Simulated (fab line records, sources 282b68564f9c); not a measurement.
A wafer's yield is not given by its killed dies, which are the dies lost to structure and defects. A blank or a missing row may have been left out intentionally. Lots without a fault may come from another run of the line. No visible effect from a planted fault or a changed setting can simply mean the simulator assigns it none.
Which tool is to blame? ; flow rit cmos ; 45 wafers from 15 lots sampled at 3 of the route's 202 steps

WHAT THE GAUGES READ, wafer by wafer
RIT_PWELL_OVL_MEAS_06. Usual: PWELL_OVL gives 0.1 nm (standard deviation 1.3).
lot;measured;on;PWELL_OVL (nm);flag
L578;day 1 23:47;overlay-02;-1.3 -1.4 -1.6;
L579;day 2 04:00;overlay-02;1.8 1.7 2.2;
L580;day 2 09:54;overlay-02;0.8 1.4 -0.6;
L582;day 2 19:26;overlay-02;-0.3 -1.0 -0.2;
L583;day 3 00:11;overlay-02;2.3 2.7 -0.9;
L584;day 3 05:30;overlay-01;-0.5 -1.3 -0.3;
L587;day 4 00:23;overlay-02;-1.5 0.3 -1.4;
L588;day 4 03:07;overlay-02;2.0 -0.3 0.0;
L589;day 4 06:07;overlay-01;-1.1 0.1 -0.4;
L590;day 4 11:44;overlay-02;0.1 -0.5 -0.2;
L591;day 4 16:34;overlay-02;-0.7 -0.2 -0.7;
L594;day 5 07:40;overlay-02;3.7 1.1 1.9;
L595;day 5 12:38;overlay-02;1.2 1.1 0.7;
L598;day 6 03:48;overlay-01;-0.8 -0.1 0.2;
L600;day 6 14:14;overlay-02;-1.6 0.6 -2.5;

RIT_GATE_CD_MEAS_16: the cd target is 150 nm. Usual: cd nm reads 149.8 nm (standard deviation 2.3).
lot;measured;on;cd nm (nm);flag
L578;day 2 16:55;cd sem-02;150.4 150.4 151.8;
L579;day 2 18:32;cd sem-02;152.0 150.2 150.7;
L580;day 3 03:59;cd sem-02;150.8 149.7 151.0;
L582;day 3 10:34;cd sem-02;153.9 155.9 155.4;
L583;day 3 15:31;cd sem-02;153.5 151.2 152.5;
L584;day 3 20:14;cd sem-02;148.6 146.7 146.3;
L587;day 4 15:24;cd sem-01;152.3 152.0 150.3;
L588;day 4 18:01;cd sem-02;148.2 150.7 148.2;
L589;day 4 20:02;cd sem-02;150.7 151.2 149.2;
L590;day 5 05:23;cd sem-02;145.8 148.6 148.2;
L591;day 5 07:49;cd sem-02;148.4 148.0 149.3;
L594;day 5 23:34;cd sem-01;267.6 266.0 265.5;OFF
L595;day 6 03:56;cd sem-02;240.5 239.9 240.3;OFF
L598;day 6 20:52;cd sem-01;145.4 145.6 149.1;
L600;day 7 06:20;cd sem-02;218.5 219.5 219.8;OFF

WHICH TOOL RAN EACH LOT (tool, then ch and the chambers of the sampled wafers, then the start)
lot;RIT_GATE_EXPOSE_13
L578;iline stepper-02 ch 0, day 2 16:31
L579;iline stepper-02 ch 0, day 2 18:08
L580;iline stepper-02 ch 0, day 3 03:35
L582;iline stepper-02 ch 0, day 3 10:10
L583;iline stepper-01 ch 0, day 3 15:07
L584;iline stepper-02 ch 0, day 3 19:50
L587;iline stepper-02 ch 0, day 4 15:00
L588;iline stepper-02 ch 0, day 4 17:37
L589;iline stepper-02 ch 0, day 4 19:38
L590;iline stepper-01 ch 0, day 5 04:59
L591;iline stepper-01 ch 0, day 5 07:24
L594;iline stepper-02 ch 0, day 5 23:10
L595;iline stepper-02 ch 0, day 6 03:32
L598;iline stepper-01 ch 0, day 6 20:28
L600;iline stepper-02 ch 0, day 7 05:56
- RIT_GATE_EXPOSE_13: exposes mask M6, target cd 150 nm.

WHAT THE TOOLS THEMSELVES READ (means of the sampled wafers that have a number; where no wafer has one, the mark that the record gives instead)
RIT_GATE_EXPOSE_13. Usual: exposure dose mJ cm2 379.9, standard deviation 0.31; reticle temp C 23.00 C, standard deviation 0.1; stage vel mm s 499.95 mm/s, standard deviation 0.24.
lot;tool;exposure dose mJ cm2;reticle temp C (C);stage vel mm s (mm/s);flag
L578;iline stepper-02;379.8;23.04;500.10;
L579;iline stepper-02;379.5;23.03;499.86;
L580;iline stepper-02;379.9;22.94;499.56;
L582;iline stepper-02;379.1;23.00;499.80;
L583;iline stepper-01;380.1;23.00;500.01;
L584;iline stepper-02;379.8;22.94;500.22;
L587;iline stepper-02;379.9;22.99;500.00;
L588;iline stepper-02;379.5;23.00;499.73;
L589;iline stepper-02;379.8;23.09;499.88;
L590;iline stepper-01;379.9;23.03;499.76;
L591;iline stepper-01;380.2;22.96;500.13;
L594;iline stepper-02;302.8;22.98;499.89;OFF
L595;iline stepper-02;318.3;23.02;500.04;OFF
L598;iline stepper-01;379.9;22.90;500.12;
L600;iline stepper-02;330.6;22.95;500.01;OFF

THE ANSWER, worked out from the rows above alone
Rule: take the mean of a lot's wafers that have a number; if it is more than 3 standard deviations from the usual mean, the lot is off. A lot without any number at a reading at which 4 lots or more have one is off too. The other lots that the step has rows for count as sound. The gauges are gone through in route order, then the tools' own readings, and for those a lot's mean is taken as printed above. The first step at which some lot is off is used, and at that step the reading that is off furthest; a lot without a number counts as furthest.
Off, at RIT_GATE_CD_MEAS_16 on cd nm: L594, L595, L600.
A tool fits if, at a process step before that reading, it ran every lot that is off, and no sound lot after the first of them. Not tried: the gauges at RIT_GATE_CD_MEAS_16; whatever is off there is also off at RIT_GATE_EXPOSE_13, on other tools, and gauge error can't account for it. One fits: RIT_GATE_EXPOSE_13 on iline stepper-02. Its last sound lot is L589 (day 4 19:38), its first lot that is off L594 (day 5 23:10): a fault that began between those two fits.
The tool's own readings at RIT_GATE_EXPOSE_13 bear it out: on the lots that are off they differ by more than 5 times the standard deviation of the sound lots' means. exposure dose mJ cm2 reads 317.2 there against 379.8 on the sound lots.

WHAT HAD BEEN PUT IN BY THE SIMULATOR
Process parameter drift: iline stepper-02, from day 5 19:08 on, at RIT_GATE_EXPOSE_13. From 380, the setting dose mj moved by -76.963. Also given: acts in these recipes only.
Shown lots that were struck: L594, L595, L600. The rule above reached the same finding.
